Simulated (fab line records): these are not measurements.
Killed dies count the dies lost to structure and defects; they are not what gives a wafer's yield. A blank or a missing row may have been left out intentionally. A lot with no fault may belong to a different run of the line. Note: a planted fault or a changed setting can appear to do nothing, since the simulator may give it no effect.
fab line records / flow ritCmos
record lots=5 wafers=15 lastDay=6
route steps=202 shown M1@196
lots that met no fault: taken from a fault-free run of the same line
startH: start of the lot's first displayed wafer, in hours after the record's first day / waitH: hours since the lot's step before / " same as the row above / L1.1+2: a row that stands for several wafers / - value missing, or start not given / * or withheld: withheld / < > ~ a bound
route shown NAME@n: names a module that has steps shown in the file, with the first one's number in the route / usual: the fault-free wafers' mean and standard deviation / same: alike in all rows / chamber/n: place in a boat / sites: readings site by site / _std_site: the standard deviation of these / _edge_site: mean of outer sites minus mean of inner sites / radiusMm: how far each site lies from the wafer's centre / mask NAME#n: copy n / behind: tool/chamber where the wafer was last shaped / hold: what put the lot on hold/how long, in hours/how the hold closed / device: transistor that didn't switch, given as n, p or np / end of line: the same wafers' tests at the end of the route / a step with no rows: only its recipe / killed: count of dies lost to structure and defects at first sort (not the wafer's yield) / map: shows each die of a wafer: x if killed, . if not, _ if none is there
set.NAME: the setting as run; set.NAME@STEP: as run at that earlier step / model.NAME: the simulator's own value behind a step, which no gauge read
lots at some steps of the route; a table a step, a row a wafer
services: from which hour (startH, from the record's first day; less than 0 if before it) a tool's chamber was out of use, for how many hours, and why
## steps
# step RIT_M1_METAL_ETCH_12
# recipe stopOn=SiO2 chemistry=Cl2/BCl3 target=Al timeS=165 overEtchFrac=0.5 pressureMtorr=100 targetDepthA=6000 rfW=250 Cl2_flow_sccm=60 bcl3FlowSccm=50
# usual bcl3FlowSccm=50.00/0.15 drypumpMotorCurrentA=5.3/0.37 oesProductAu=0.770/0.014 throttleValvePct=8.31/0.075
lot.wafer=L081.1 tool=rieMetal-03 chamber=0 startH=98.68 waitH=0.2 bcl3FlowSccm=50.07 drypumpMotorCurrentA=5.7 oesProductAu=0.774 rfHoursCounterH=4 throttleValvePct=8.33
lot.wafer=L081.2 tool=rieMetal-03 chamber=1 startH=98.68 waitH=0.2 bcl3FlowSccm=50.14 drypumpMotorCurrentA=5.2 oesProductAu=0.751 rfHoursCounterH=4 throttleValvePct=8.26
lot.wafer=L081.6 tool=rieMetal-03 chamber=1 startH=98.68 waitH=0.2 bcl3FlowSccm=50.19 drypumpMotorCurrentA=5.2 oesProductAu=0.743 rfHoursCounterH=- throttleValvePct=8.27
lot.wafer=L082.2 tool=rieMetal-02 chamber=1 startH=103.65 waitH=0.2 bcl3FlowSccm=49.86 drypumpMotorCurrentA=5.8 oesProductAu=0.788 rfHoursCounterH=37 throttleValvePct=8.27
lot.wafer=L082.3 tool=rieMetal-02 chamber=1 startH=103.65 waitH=0.2 bcl3FlowSccm=49.69 drypumpMotorCurrentA=5.8 oesProductAu=0.781 rfHoursCounterH=- throttleValvePct=8.29
lot.wafer=L082.4 tool=rieMetal-02 chamber=0 startH=103.65 waitH=0.2 bcl3FlowSccm=50.07 drypumpMotorCurrentA=5.2 oesProductAu=0.785 rfHoursCounterH=- throttleValvePct=8.46
lot.wafer=L086.1 tool=rieMetal-03 chamber=0 startH=121.10 waitH=0.2 bcl3FlowSccm=49.74 drypumpMotorCurrentA=5.8 oesProductAu=0.771 rfHoursCounterH=5 throttleValvePct=8.34
lot.wafer=L086.3 tool=rieMetal-03 chamber=1 startH=121.10 waitH=0.2 bcl3FlowSccm=49.91 drypumpMotorCurrentA=5.2 oesProductAu=0.754 rfHoursCounterH=- throttleValvePct=8.26
lot.wafer=L086.4 tool=rieMetal-03 chamber=0 startH=121.10 waitH=0.2 bcl3FlowSccm=49.82 drypumpMotorCurrentA=5.8 oesProductAu=0.779 rfHoursCounterH=- throttleValvePct=8.34
lot.wafer=L088.1 tool=rieMetal-02 chamber=1 startH=133.17 waitH=0.2 bcl3FlowSccm=50.16 drypumpMotorCurrentA=5.9 oesProductAu=0.783 rfHoursCounterH=37 throttleValvePct=8.27
lot.wafer=L088.2 tool=rieMetal-02 chamber=0 startH=133.17 waitH=0.2 bcl3FlowSccm=50.17 drypumpMotorCurrentA=5.2 oesProductAu=0.791 rfHoursCounterH=37 throttleValvePct=8.47
lot.wafer=L088.5 tool=rieMetal-02 chamber=1 startH=133.17 waitH=0.2 bcl3FlowSccm=49.82 drypumpMotorCurrentA=5.9 oesProductAu=0.783 rfHoursCounterH=- throttleValvePct=8.27
lot.wafer=L092.2 tool=rieMetal-04 chamber=1 startH=151.80 waitH=0.2 bcl3FlowSccm=49.88 drypumpMotorCurrentA=5.1 oesProductAu=0.762 rfHoursCounterH=3 throttleValvePct=8.22
lot.wafer=L092.4 tool=rieMetal-04 chamber=0 startH=151.80 waitH=0.2 bcl3FlowSccm=50.09 drypumpMotorCurrentA=4.8 oesProductAu=0.773 rfHoursCounterH=- throttleValvePct=8.31
lot.wafer=L092.5 tool=rieMetal-04 chamber=1 startH=151.80 waitH=0.2 bcl3FlowSccm=49.92 drypumpMotorCurrentA=5.1 oesProductAu=0.764 rfHoursCounterH=- throttleValvePct=8.22
# step RIT_M1_STRIP_13
# recipe chemistry=nmp resist=NOVOLAK tempC=80 timeS=600 dry=n2Spin
lot.wafer=L081.1+2+6 tool=wetBench-04 chamber=3 startH=98.84 waitH=0.1
lot.wafer=L082.2+3+4 tool=wetBench-03 chamber=0 startH=103.81 waitH=0.1
lot.wafer=L086.1+3+4 tool=wetBench-02 chamber=2 startH=121.26 waitH=0.1
lot.wafer=L088.1+2+5 tool=wetBench-04 chamber=1 startH=133.42 waitH=0.2
lot.wafer=L092.2+4+5 tool=wetBench-02 chamber=1 startH=151.97 waitH=0.1
# step RIT_M1_STRIP_14
# recipe chemistry=O2 timeS=180 platenTempC=withheld powerW=500 pressureMtorr=4000 o2FlowSccm=4000
# usual drypumpMotorCurrentA=6.0/0.46
lot.wafer=L081.1 tool=plasmaAsher-04 chamber=0 startH=99.02 waitH=0.0 drypumpMotorCurrentA=6.3 rfHoursCounterH=33
lot.wafer=L081.2 tool=plasmaAsher-04 chamber=1 startH=99.02 waitH=0.0 drypumpMotorCurrentA=6.7 rfHoursCounterH=33
lot.wafer=L081.6 tool=plasmaAsher-04 chamber=0 startH=99.02 waitH=0.0 drypumpMotorCurrentA=6.4 rfHoursCounterH=-
lot.wafer=L082.2 tool=plasmaAsher-04 chamber=0 startH=103.98 waitH=0.0 drypumpMotorCurrentA=6.4 rfHoursCounterH=34
lot.wafer=L082.3 tool=plasmaAsher-04 chamber=0 startH=103.98 waitH=0.0 drypumpMotorCurrentA=6.4 rfHoursCounterH=-
lot.wafer=L082.4 tool=plasmaAsher-04 chamber=1 startH=103.98 waitH=0.0 drypumpMotorCurrentA=6.7 rfHoursCounterH=-
lot.wafer=L086.1 tool=plasmaAsher-02 chamber=0 startH=121.44 waitH=0.0 drypumpMotorCurrentA=5.8 rfHoursCounterH=51
lot.wafer=L086.3 tool=plasmaAsher-02 chamber=0 startH=121.44 waitH=0.0 drypumpMotorCurrentA=5.8 rfHoursCounterH=-
lot.wafer=L086.4 tool=plasmaAsher-02 chamber=1 startH=121.44 waitH=0.0 drypumpMotorCurrentA=5.4 rfHoursCounterH=-
lot.wafer=L088.1 tool=plasmaAsher-04 chamber=0 startH=133.59 waitH=0.0 drypumpMotorCurrentA=6.4 rfHoursCounterH=37
lot.wafer=L088.2 tool=plasmaAsher-04 chamber=1 startH=133.59 waitH=0.0 drypumpMotorCurrentA=6.7 rfHoursCounterH=37
lot.wafer=L088.5 tool=plasmaAsher-04 chamber=0 startH=133.59 waitH=0.0 drypumpMotorCurrentA=6.4 rfHoursCounterH=-
lot.wafer=L092.2 tool=plasmaAsher-02 chamber=1 startH=152.17 waitH=0.0 drypumpMotorCurrentA=5.4 rfHoursCounterH=54
lot.wafer=L092.4 tool=plasmaAsher-02 chamber=1 startH=152.17 waitH=0.0 drypumpMotorCurrentA=5.4 rfHoursCounterH=-
lot.wafer=L092.5 tool=plasmaAsher-02 chamber=1 startH=152.17 waitH=0.0 drypumpMotorCurrentA=5.4 rfHoursCounterH=-
# step RIT_M1_CD_MEAS_90
# recipe targetCdNm=2600
# usual cdNm=2600/3.3
lot.wafer=L081.1 tool=cdSem-02 chamber=- startH=99.19 waitH=0.1 cdNm=2602
lot.wafer=L081.2 tool=cdSem-02 chamber=- startH=99.19 waitH=0.1 cdNm=2602
lot.wafer=L081.6 tool=cdSem-02 chamber=- startH=99.19 waitH=0.1 cdNm=2602
lot.wafer=L082.2 tool=cdSem-02 chamber=- startH=104.18 waitH=0.1 cdNm=2595
lot.wafer=L082.3 tool=cdSem-02 chamber=- startH=104.18 waitH=0.1 cdNm=2598
lot.wafer=L082.4 tool=cdSem-02 chamber=- startH=104.18 waitH=0.1 cdNm=2598
lot.wafer=L086.1 tool=cdSem-02 chamber=- startH=121.61 waitH=0.1 cdNm=2602
lot.wafer=L086.3 tool=cdSem-02 chamber=- startH=121.61 waitH=0.1 cdNm=2603
lot.wafer=L086.4 tool=cdSem-02 chamber=- startH=121.61 waitH=0.1 cdNm=2601
lot.wafer=L088.1 tool=cdSem-02 chamber=- startH=133.77 waitH=0.1 cdNm=2595
lot.wafer=L088.2 tool=cdSem-02 chamber=- startH=133.77 waitH=0.1 cdNm=2594
lot.wafer=L088.5 tool=cdSem-02 chamber=- startH=133.77 waitH=0.1 cdNm=2595
lot.wafer=L092.2 tool=cdSem-02 chamber=- startH=152.37 waitH=0.1 cdNm=2595
lot.wafer=L092.4 tool=cdSem-02 chamber=- startH=152.37 waitH=0.1 cdNm=2596
lot.wafer=L092.5 tool=cdSem-02 chamber=- startH=152.37 waitH=0.1 cdNm=2596
# step RIT_M1_ANNEAL_15
# recipe tempC=450 timeS=1800 ambient=forming_gas_H2N2
# usual zonePowerLoadPct=7.52/0.07
lot.wafer=L081.1 tool=furnace-02 chamber=0 startH=99.31 waitH=0.1 zonePowerLoadPct=7.48
lot.wafer=L081.2 tool=furnace-02 chamber=0 startH=99.31 waitH=0.1 zonePowerLoadPct=7.47
lot.wafer=L081.6 tool=furnace-02 chamber=0 startH=99.31 waitH=0.1 zonePowerLoadPct=7.64
lot.wafer=L082.2 tool=furnace-02 chamber=0 startH=104.28 waitH=0.1 zonePowerLoadPct=7.48
lot.wafer=L082.3 tool=furnace-02 chamber=0 startH=104.28 waitH=0.1 zonePowerLoadPct=7.43
lot.wafer=L082.4 tool=furnace-02 chamber=0 startH=104.28 waitH=0.1 zonePowerLoadPct=7.54
lot.wafer=L086.1 tool=furnace-02 chamber=0 startH=121.73 waitH=0.1 zonePowerLoadPct=7.56
lot.wafer=L086.3 tool=furnace-02 chamber=0 startH=121.73 waitH=0.1 zonePowerLoadPct=7.38
lot.wafer=L086.4 tool=furnace-02 chamber=0 startH=121.73 waitH=0.1 zonePowerLoadPct=7.54
lot.wafer=L088.1 tool=furnace-02 chamber=0 startH=133.89 waitH=0.1 zonePowerLoadPct=7.56
lot.wafer=L088.2 tool=furnace-02 chamber=0 startH=133.89 waitH=0.1 zonePowerLoadPct=7.41
lot.wafer=L088.5 tool=furnace-02 chamber=0 startH=133.89 waitH=0.1 zonePowerLoadPct=7.65
lot.wafer=L092.2 tool=furnace-02 chamber=0 startH=152.47 waitH=0.1 zonePowerLoadPct=7.52
lot.wafer=L092.4 tool=furnace-02 chamber=0 startH=152.47 waitH=0.1 zonePowerLoadPct=7.53
lot.wafer=L092.5 tool=furnace-02 chamber=0 startH=152.47 waitH=0.1 zonePowerLoadPct=7.46
# step RIT_M1_BOW_MEAS_16
# recipe mode=bow
# usual M1_BOW=17/7.1
lot.wafer=L081.1 tool=filmMetro-04 chamber=- startH=100.81 waitH=0.0 M1_BOW[um]=11
lot.wafer=L081.2 tool=filmMetro-04 chamber=- startH=100.81 waitH=0.0 M1_BOW[um]=23
lot.wafer=L081.6 tool=filmMetro-04 chamber=- startH=100.81 waitH=0.0 M1_BOW[um]=18
lot.wafer=L082.2 tool=filmMetro-04 chamber=- startH=105.80 waitH=0.0 M1_BOW[um]=24
lot.wafer=L082.3 tool=filmMetro-04 chamber=- startH=105.80 waitH=0.0 M1_BOW[um]=28
lot.wafer=L082.4 tool=filmMetro-04 chamber=- startH=105.80 waitH=0.0 M1_BOW[um]=26
lot.wafer=L086.1 tool=filmMetro-02 chamber=- startH=123.23 waitH=0.0 M1_BOW[um]=20
lot.wafer=L086.3 tool=filmMetro-02 chamber=- startH=123.23 waitH=0.0 M1_BOW[um]=17
lot.wafer=L086.4 tool=filmMetro-02 chamber=- startH=123.23 waitH=0.0 M1_BOW[um]=14
lot.wafer=L088.1 tool=filmMetro-02 chamber=- startH=135.39 waitH=0.0 M1_BOW[um]=14
lot.wafer=L088.2 tool=filmMetro-02 chamber=- startH=135.39 waitH=0.0 M1_BOW[um]=17
lot.wafer=L088.5 tool=filmMetro-02 chamber=- startH=135.39 waitH=0.0 M1_BOW[um]=19
lot.wafer=L092.2 tool=filmMetro-03 chamber=- startH=153.99 waitH=0.0 M1_BOW[um]=21
lot.wafer=L092.4 tool=filmMetro-03 chamber=- startH=153.99 waitH=0.0 M1_BOW[um]=3
lot.wafer=L092.5 tool=filmMetro-03 chamber=- startH=153.99 waitH=0.0 M1_BOW[um]=25
# step RIT_M1_PROBE_99
# usual defectLimitedYield=97.2/1.1 killedAtFrontEnd=7.3/2.8 killedDies=7.3/2.8 killedOpen=3.8/1.9 killedShort=3.5/1.8 sort_bin_3_pad_short=0.1/0.23 sort_bin_5_function=1.6/0.85 sort_bin_6_memory=1.0/0.62 sortNPass=256.7/2.8 sortYieldPct=97.2/1.1
# same grossDies=264 killed_at_M0_to_M3=0 killed_at_M4_up=0 killedAtBackSide=0 killedAtContacts=0 killedAtOther=0
lot.wafer=L081.1 tool=prober-01 chamber=- startH=100.93 waitH=0.1 defectLimitedYield[%]=99.2 killedAtFrontEnd=2 killedDies=2 killedOpen=0 killedShort=2 sort_bin_3_pad_short[%]=0 sort_bin_5_function[%]=0.4 sort_bin_6_memory[%]=0.4 sortNPass=262.0 sortYieldPct[%]=99.2
lot.wafer=L081.2 tool=prober-01 chamber=- startH=100.98 waitH=0.1 defectLimitedYield[%]=98.9 killedAtFrontEnd=3 killedDies=3 killedOpen=2 killedShort=1 sort_bin_3_pad_short[%]=0 sort_bin_5_function[%]=1.1 sort_bin_6_memory[%]=0 sortNPass=261.0 sortYieldPct[%]=98.9
lot.wafer=L081.6 tool=prober-01 chamber=- startH=101.18 waitH=0.2 defectLimitedYield[%]=98.9 killedAtFrontEnd=3 killedDies=3 killedOpen=1 killedShort=2 sort_bin_3_pad_short[%]=0 sort_bin_5_function[%]=0.8 sort_bin_6_memory[%]=0.4 sortNPass=261.0 sortYieldPct[%]=98.9
lot.wafer=L086.1 tool=prober-01 chamber=- startH=123.35 waitH=0.1 defectLimitedYield[%]=97.0 killedAtFrontEnd=8 killedDies=8 killedOpen=4 killedShort=4 sort_bin_3_pad_short[%]=0 sort_bin_5_function[%]=0.8 sort_bin_6_memory[%]=2.3 sortNPass=256.0 sortYieldPct[%]=97.0
lot.wafer=L086.3 tool=prober-01 chamber=- startH=123.45 waitH=0.2 defectLimitedYield[%]=98.1 killedAtFrontEnd=5 killedDies=5 killedOpen=3 killedShort=2 sort_bin_3_pad_short[%]=0 sort_bin_5_function[%]=0.8 sort_bin_6_memory[%]=1.1 sortNPass=259.0 sortYieldPct[%]=98.1
lot.wafer=L086.4 tool=prober-01 chamber=- startH=123.50 waitH=0.2 defectLimitedYield[%]=97.7 killedAtFrontEnd=6 killedDies=6 killedOpen=3 killedShort=3 sort_bin_3_pad_short[%]=0 sort_bin_5_function[%]=1.9 sort_bin_6_memory[%]=0.4 sortNPass=258.0 sortYieldPct[%]=97.7
lot.wafer=L092.2 tool=prober-01 chamber=- startH=154.14 waitH=0.1 defectLimitedYield[%]=97.7 killedAtFrontEnd=6 killedDies=6 killedOpen=5 killedShort=1 sort_bin_3_pad_short[%]=0 sort_bin_5_function[%]=1.5 sort_bin_6_memory[%]=0.8 sortNPass=258.0 sortYieldPct[%]=97.7
lot.wafer=L092.4 tool=prober-01 chamber=- startH=154.24 waitH=0.2 defectLimitedYield[%]=93.9 killedAtFrontEnd=16 killedDies=16 killedOpen=8 killedShort=8 sort_bin_3_pad_short[%]=0 sort_bin_5_function[%]=4.2 sort_bin_6_memory[%]=1.9 sortNPass=248.0 sortYieldPct[%]=93.9
lot.wafer=L092.5 tool=prober-01 chamber=- startH=154.29 waitH=0.2 defectLimitedYield[%]=97.0 killedAtFrontEnd=8 killedDies=8 killedOpen=3 killedShort=5 sort_bin_3_pad_short[%]=0 sort_bin_5_function[%]=2.3 sort_bin_6_memory[%]=0.8 sortNPass=256.0 sortYieldPct[%]=97.0
# killed by level:class
L081.1 REOX:geometricParticle:short=1 SILICIDE:geometricParticle:short=1
L081.2 FOX1:geometricParticle:short=1 FOX1:geometricParticle:open=1 SPACER:geometricParticle:open=1
L081.6 ACTIVE:geometricParticle:short=1 FOX1:geometricParticle:short=1 SILICIDE:geometricParticle:open=1
L086.1 FOX1:geometricParticle:short=2 SPACER:geometricParticle:open=2 FOX1:geometricParticle:open=1 FOX2:geometricParticle:short=1 GATE:geometricParticle:open=1 SPACER:geometricParticle:short=1
L086.3 FOX2:geometricParticle:short=2 GATE:geometricParticle:open=2 SILICIDE:geometricParticle:open=1
L086.4 GATE:geometricParticle:short=3 GATE:geometricParticle:open=2 SILICIDE:geometricParticle:open=1
L092.2 GATE:geometricParticle:open=2 SPACER:geometricParticle:open=2 FOX2:geometricParticle:open=1 GATE:geometricParticle:short=1
L092.4 REOX:geometricParticle:short=4 GATE:geometricParticle:short=3 SPACER:geometricParticle:open=3 SILICIDE:geometricParticle:open=3 GATE:geometricParticle:open=2 SPACER:geometricParticle:short=1
L092.5 GATE:geometricParticle:open=2 FOX1:geometricParticle:short=1 FOX2:geometricParticle:short=1 FOX2:geometricParticle:open=1 REOX:geometricParticle:short=1 SPACER:geometricParticle:short=1 SILICIDE:geometricParticle:short=1
## services
tool=rieMetal-03 chamber=0 startH=124.41 hours=2.2 kind=repair
tool=rieMetal-02 chamber=- startH=136.12 hours=20.0 kind=pm
tool=rieMetal-02 chamber=0 startH=136.12 hours=20.0 kind=ventCycle
tool=rieMetal-02 chamber=1 startH=136.12 hours=20.0 kind=ventCycle
tool=wetBench-02 chamber=- startH=145.55 hours=2.2 kind=repair
## key
fault none
